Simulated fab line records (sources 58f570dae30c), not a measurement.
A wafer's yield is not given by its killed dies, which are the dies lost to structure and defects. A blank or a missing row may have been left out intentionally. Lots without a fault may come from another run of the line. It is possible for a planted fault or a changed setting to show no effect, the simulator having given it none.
The tool behind it: which one? | flow berkeleyCmos170 | 15 lots, 45 wafers sampled, at 6 steps of a route of 331

WHAT THE GAUGES READ, wafer by wafer
UCB170_NLDD_CD_MEAS_06 targets a cd of 1200 nm.
lot  | measured     | on       | cdNm (nm)
L755 | day 7 01:23  | cdSem-02 | 1197.7 1198.2 1197.6
L756 | day 7 01:44  | cdSem-01 | 1198.9 1198.8 1198.8
L760 | day 7 20:07  | cdSem-02 | 1201.1 1201.4 1201.2
L765 | day 8 07:35  | cdSem-02 | 1201.2 1199.9 1201.0
L764 | day 8 08:24  | cdSem-01 | 1199.0 1199.0 1201.1
L766 | day 8 20:46  | cdSem-01 | 1199.2 1198.1 1198.4
L771 | day 10 10:46 | cdSem-02 | 1201.6 1204.0 1202.3
L770 | day 10 11:09 | cdSem-01 | 1196.8 1198.5 1198.2
L769 | day 10 11:25 | cdSem-02 | 1197.6 1199.4 1196.9
L772 | day 10 11:43 | cdSem-01 | 1201.5 1201.3 1200.1
L773 | day 10 12:01 | cdSem-02 | 1200.8 1200.3 1199.9
L774 | day 11 03:26 | cdSem-02 | 1198.1 1199.1 1198.2
L776 | day 11 04:22 | cdSem-02 | 1200.0 1199.0 1197.8
L778 | day 11 14:35 | cdSem-02 | 1200.5 1199.1 1200.5
L777 | day 11 15:37 | cdSem-02 | 1198.0 1196.8 1198.2

UCB170_NLDD_TW_MEAS_11.
lot  | measured     | on           | NLDD_TW
L755 | day 7 01:57  | filmMetro-01 | 2212 2197 2206
L756 | day 7 02:17  | filmMetro-03 | 2200 2204 2198
L760 | day 7 20:40  | filmMetro-04 | 2223 2212 2212
L765 | day 8 08:08  | filmMetro-03 | 2313 2328 2324
L764 | day 8 08:57  | filmMetro-01 | 2311 2313 2316
L766 | day 8 21:17  | filmMetro-01 | 2293 2299 2323
L771 | day 10 11:18 | filmMetro-04 | 2203 2202 2205
L770 | day 10 11:43 | filmMetro-03 | 2201 2213 2207
L769 | day 10 11:59 | filmMetro-01 | 2201 2206 2199
L772 | day 10 12:16 | filmMetro-03 | 2206 2205 2202
L773 | day 10 12:33 | filmMetro-03 | 2218 2209 2216
L774 | day 11 03:59 | filmMetro-01 | 2198 2193 2197
L776 | day 11 04:54 | filmMetro-04 | 2216 2217 2222
L778 | day 11 15:08 | filmMetro-03 | 2190 2196 2202
L777 | day 11 16:09 | filmMetro-04 | 2214 2214 2207

UCB170_SDANNEAL_RS_MEAS_05: a four-point-probe measurement.
lot  | measured     | on           | NLDD_RS (ohm/sq)
L755 | day 7 16:43  | filmMetro-04 | 615.3 617.1 615.9
L756 | day 7 16:24  | filmMetro-01 | 616.0 616.3 616.7
L760 | day 8 04:40  | filmMetro-03 | 614.0 614.3 614.6
L765 | day 8 19:37  | filmMetro-04 | 536.2 536.5 536.0
L764 | day 8 20:04  | filmMetro-01 | 536.7 535.6 535.2
L766 | day 9 11:24  | filmMetro-03 | 536.7 535.9 537.1
L771 | day 10 21:37 | filmMetro-03 | 615.6 614.0 615.2
L770 | day 10 20:02 | filmMetro-04 | 615.8 615.5 616.7
L769 | day 10 20:06 | filmMetro-03 | 614.4 614.9 615.1
L772 | day 10 20:52 | filmMetro-03 | 616.7 618.1 619.3
L773 | day 10 21:14 | filmMetro-04 | 615.6 614.4 615.7
L774 | day 11 17:28 | filmMetro-04 | 618.4 616.9 617.6
L776 | day 11 17:29 | filmMetro-03 | 618.3 617.6 618.4
L778 | day 12 05:56 | filmMetro-01 | 618.0 617.2 618.1
L777 | day 12 05:57 | filmMetro-03 | 615.9 614.4 615.9

UCB170_V1_THK_MEAS_04.
lot  | measured     | on           | V1_POLISHED_THK (nm)
L755 | day 8 03:24  | filmMetro-02 | 1002.8 1001.8 1002.4
L756 | day 8 03:24  | filmMetro-03 | 1000.1 999.6 1001.2
L760 | day 8 16:35  | filmMetro-01 | 1001.1 1000.8 999.3
L765 | day 9 08:47  | filmMetro-02 | 1001.8 1001.3 1003.1
L764 | day 9 09:04  | filmMetro-03 | 1002.5 999.9 998.1
L766 | day 10 00:31 | filmMetro-03 | 1001.7 1000.1 1001.4
L771 | day 11 10:23 | filmMetro-02 | 1001.2 1000.3 998.5
L770 | day 11 07:53 | filmMetro-01 | 1000.9 1000.7 1001.6
L769 | day 11 08:11 | filmMetro-02 | 999.4 1000.5 999.7
L772 | day 11 10:23 | filmMetro-03 | 1001.5 1000.9 999.4
L773 | day 11 07:55 | filmMetro-03 | 1002.5 1000.8 1001.3
L774 | day 12 08:38 | filmMetro-03 | 1001.4 1001.6 1000.9
L776 | day 12 08:21 | filmMetro-01 | 1001.2 1001.5 1000.7
L778 | day 12 19:16 | filmMetro-01 | 1000.6 1001.2 1001.9
L777 | day 12 19:52 | filmMetro-02 | 1000.1 1000.8 1001.0

UCB170_V2_CD_MEAS_12 targets a cd of 700 nm.
lot  | measured     | on       | cdNm (nm)
L755 | day 8 11:08  | cdSem-02 | 700.7 701.5 702.0
L756 | day 8 10:45  | cdSem-01 | 696.8 697.5 698.4
L760 | day 8 23:41  | cdSem-02 | 697.9 699.2 698.5
L765 | day 9 15:41  | cdSem-01 | 697.4 696.9 697.2
L764 | day 9 16:19  | cdSem-02 | 697.6 698.4 697.7
L766 | day 10 06:37 | cdSem-02 | 699.5 698.3 699.6
L771 | day 11 21:02 | cdSem-01 | 701.7 701.4 701.8
L770 | day 11 20:43 | cdSem-01 | 699.5 700.1 700.0
L769 | day 11 21:14 | cdSem-01 | 700.3 700.3 699.0
L772 | day 11 20:15 | cdSem-01 | 699.7 698.9 699.6
L773 | day 11 21:00 | cdSem-02 | 698.0 700.3 699.3
L774 | day 12 16:06 | cdSem-02 | 701.5 701.2 699.8
L776 | day 12 15:14 | cdSem-02 | 700.5 701.4 702.7
L778 | day 13 03:02 | cdSem-01 | 700.6 699.2 700.2
L777 | day 13 03:47 | cdSem-02 | 698.8 698.0 698.1

EACH LOT AND THE TOOL THAT RAN IT (in order: tool; ch and the chambers of the sampled wafers; start)
lot  | UCB170_NLDD_IMPLANT_09
L755 | implanter-04 ch 0, day 7 01:42
L756 | implanter-04 ch 0, day 7 02:02
L760 | implanter-04 ch 0, day 7 20:25
L765 | implanter-04 ch 0, day 8 07:54
L764 | implanter-04 ch 0, day 8 08:42
L766 | implanter-04 ch 0, day 8 21:04
L771 | implanter-03 ch 0, day 10 11:05
L770 | implanter-02 ch 0, day 10 11:28
L769 | implanter-03 ch 0, day 10 11:44
L772 | implanter-02 ch 0, day 10 12:02
L773 | implanter-03 ch 0, day 10 12:20
L774 | implanter-02 ch 0, day 11 03:45
L776 | implanter-02 ch 0, day 11 04:41
L778 | implanter-02 ch 0, day 11 14:53
L777 | implanter-04 ch 0, day 11 15:55
- UCB170_NLDD_IMPLANT_09

WHAT THE TOOLS THEMSELVES READ (means of the sampled wafers that have a number; where no wafer has one, the mark that the record gives instead)
UCB170_NLDD_IMPLANT_09.
lot  | tool         | doseIonsCm2 | faradayCurrentUA
L755 | implanter-04 | 4.998e+13   | 159
L756 | implanter-04 | 4.996e+13   | 162
L760 | implanter-04 | 4.997e+13   | 160
L765 | implanter-04 | 7.250e+13   | 236
L764 | implanter-04 | 7.253e+13   | 232
L766 | implanter-04 | 7.252e+13   | 232
L771 | implanter-03 | 4.996e+13   | 160
L770 | implanter-02 | 5.003e+13   | 159
L769 | implanter-03 | 5.000e+13   | 158
L772 | implanter-02 | 4.999e+13   | 156
L773 | implanter-03 | 5.003e+13   | 162
L774 | implanter-02 | 4.999e+13   | 160
L776 | implanter-02 | 5.000e+13   | 158
L778 | implanter-02 | 5.000e+13   | 159
L777 | implanter-04 | 5.005e+13   | 162

THE ANSWER, worked out from the rows above alone
Rule: the lots themselves supply what counts as usual. The widest of any qualifying gaps counts: lots, ordered by their means at a reading, are off when they make up no more than a third of the lots, leave a main group of 4 or more, and stand apart from it by 3 or more times the standard deviation of that group's means. Not used: any main group whose means are identical at the precision the tables above print for the reading. Also off: a lot with no number at a reading for which 4 or more lots have one. All remaining lots with rows at the step are treated as sound. The gauges are gone through in route order, then the tools' own readings, and for those a lot's mean is taken as printed above. The first step at which some lot is off is used, and at that step the reading that is off furthest; a lot without a number counts as furthest.
Off: at UCB170_NLDD_TW_MEAS_11 (NLDD_TW), L765, L764, L766. Main group: mean 2206, sd 7.1.
A tool fits if, at a process step before that reading, it ran every lot that is off, and no sound lot after the first of them. The gauges at UCB170_NLDD_TW_MEAS_11 aren't tried: what is off there is off at UCB170_NLDD_IMPLANT_09 too, on other tools, and a gauge's error can't cause that. Not one of the candidates tried fits.

WHAT THE SIMULATOR HAD PUT IN
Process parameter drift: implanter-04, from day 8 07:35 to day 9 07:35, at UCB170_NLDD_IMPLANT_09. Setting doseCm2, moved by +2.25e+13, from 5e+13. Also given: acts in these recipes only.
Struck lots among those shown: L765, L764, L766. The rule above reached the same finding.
